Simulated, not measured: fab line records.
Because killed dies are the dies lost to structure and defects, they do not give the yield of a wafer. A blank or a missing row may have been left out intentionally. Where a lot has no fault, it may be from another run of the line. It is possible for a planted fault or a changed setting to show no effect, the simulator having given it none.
Lot-split experiment + flow rit-cmos + 5 lots, 23 wafers read, on a route of 202 steps

## ABOUT THE SPLIT
At RIT_SILICIDE_SPUTTER_01 (material Ti, target thk 30 nm, time 240 s), the setting power-w was moved away from the recipe's 350 W on 11 of the 23 wafers read, by -10.3% to +8.0%. This setting was run at the recipe's value on the other wafers.

## FROM SPLIT TO READING: 1 step shown by the file between the two
- RIT_SILICIDE_RS_MEAS_02: measures by four-point-probe

## THE READING
SILICIDE_TI_THK, in nm, at RIT_SILICIDE_THK_MEAS_03 (measures by xrf). On this fab line, fault-free wafers typically give 29.99 nm with a standard deviation of 0.21 nm.

| wafer  | tool, chamber at the split | power-w as run, W | against the recipe | SILICIDE_TI_THK, nm | against lot-mates on the recipe |
|--------|----------------------------|-------------------|--------------------|---------------------|---------------------------------|
| L074.1 | pvd-sputter-03, -          | 377.9             | +8.0%              | 32.43               | +2.40                           |
| L074.2 | pvd-sputter-03, -          | 350               | recipe             | 29.87               | -                               |
| L074.4 | pvd-sputter-03, -          | 377.9             | +8.0%              | 32.63               | +2.60                           |
| L074.5 | pvd-sputter-03, -          | 350               | recipe             | 30.36               | -                               |
| L074.6 | pvd-sputter-03, -          | 350               | recipe             | 29.86               | -                               |
| L075.1 | pvd-sputter-04, -          | 350               | recipe             | 30.18               | -                               |
| L075.3 | pvd-sputter-04, -          | 373.4             | +6.7%              | 32.25               | +2.14                           |
| L075.4 | pvd-sputter-04, -          | 350               | recipe             | 30.04               | -                               |
| L075.5 | pvd-sputter-04, -          | 373.4             | +6.7%              | 31.62               | +1.51                           |
| L075.6 | pvd-sputter-04, -          | 373.4             | +6.7%              | 32.20               | +2.09                           |
| L076.2 | pvd-sputter-03, -          | 350               | recipe             | 29.67               | -                               |
| L076.3 | pvd-sputter-03, -          | 350               | recipe             | 29.64               | -                               |
| L076.5 | pvd-sputter-03, -          | 350               | recipe             | 29.55               | -                               |
| L081.1 | pvd-sputter-02, -          | 317.8             | -9.2%              | 27.35               | -2.39                           |
| L081.2 | pvd-sputter-02, -          | 350               | recipe             | 29.59               | -                               |
| L081.3 | pvd-sputter-02, -          | 317.8             | -9.2%              | 27.01               | -2.73                           |
| L081.5 | pvd-sputter-02, -          | 317.8             | -9.2%              | 27.20               | -2.54                           |
| L081.6 | pvd-sputter-02, -          | 350               | recipe             | 29.90               | -                               |
| L084.1 | pvd-sputter-03, -          | 313.9             | -10.3%             | 26.72               | -3.39                           |
| L084.2 | pvd-sputter-03, -          | 313.9             | -10.3%             | 26.82               | -3.29                           |
| L084.3 | pvd-sputter-03, -          | 350               | recipe             | 30.32               | -                               |
| L084.4 | pvd-sputter-03, -          | 313.9             | -10.3%             | 26.92               | -3.18                           |
| L084.6 | pvd-sputter-03, -          | 350               | recipe             | 29.89               | -                               |

FIT RESULTS
A straight line over all 23 wafers: SILICIDE_TI_THK changes by +0.307 nm for each +1% of power-w; r = +0.99; the points scatter about the line by 0.24 nm.
The same after taking each lot's own level away (the mean of its wafers on the recipe; 23 wafers): +0.3 nm for each +1%; r = +0.99; scatter 0.21 nm.
That fit puts the effect of the largest move of power-w on the reading at 3.1 nm.
The lots' own levels span 29.620 to 30.110 nm, that is 2.3 times the standard deviation above.
So the lot-to-lot level changes the slope little: the two slopes agree.
Check: for one of the wafers moved furthest among these (-10.3%), held out of the fit, the line's prediction against its lot-mates is -3.05 nm. It came out at -3.39 nm against them.

## OTHER SPLITS ON THESE WAFERS
These wafers also went through other splits before the reading. Each is held against what the fit with the lots' levels taken away leaves over:
| other split on the same wafers   | wafers away from the commonest value | r with SILICIDE_TI_THK (lot level and that fit taken away) |
|----------------------------------|--------------------------------------|------------------------------------------------------------|
| RIT_NLDD_SOFTBAKE_02 temp-c      | 9                                    | -0.28                                                      |
| RIT_SPACER_CVD_03 pressure-mtorr | 18                                   | -0.37                                                      |
| RIT_NSD_SOFTBAKE_02 temp-c       | 9                                    | +0.29                                                      |
| RIT_SDANNEAL_RTA_03 time-s       | 7                                    | -0.12                                                      |

## THE WHOLE CHAIN: every reading that the file lists as answering this split, in the file's order
| step                     | what it does                              | reading                                                                           | change (the file's fit)               | r (the file's) |
|--------------------------|-------------------------------------------|-----------------------------------------------------------------------------------|---------------------------------------|----------------|
| RIT_SILICIDE_SPUTTER_01  | material Ti, target thk 30 nm, time 240 s | Ti_of_SILICIDE_SPUTTER_01.thk-nm (the simulator's own value, which no gauge read) | +0.301 nm for each +1% of the setting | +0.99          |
| RIT_SILICIDE_RS_MEAS_02  | measures by four-point-probe              | SILICIDE_TI_RS                                                                    | -0.64 for each +1% of the setting     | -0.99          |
| RIT_SILICIDE_THK_MEAS_03 | measures by xrf                           | SILICIDE_TI_THK                                                                   | +0.301 for each +1% of the setting    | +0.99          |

## THE FILE'S OWN FIT
SILICIDE_TI_THK changes by +0.301 nm for each +1% of power-w, r = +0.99.
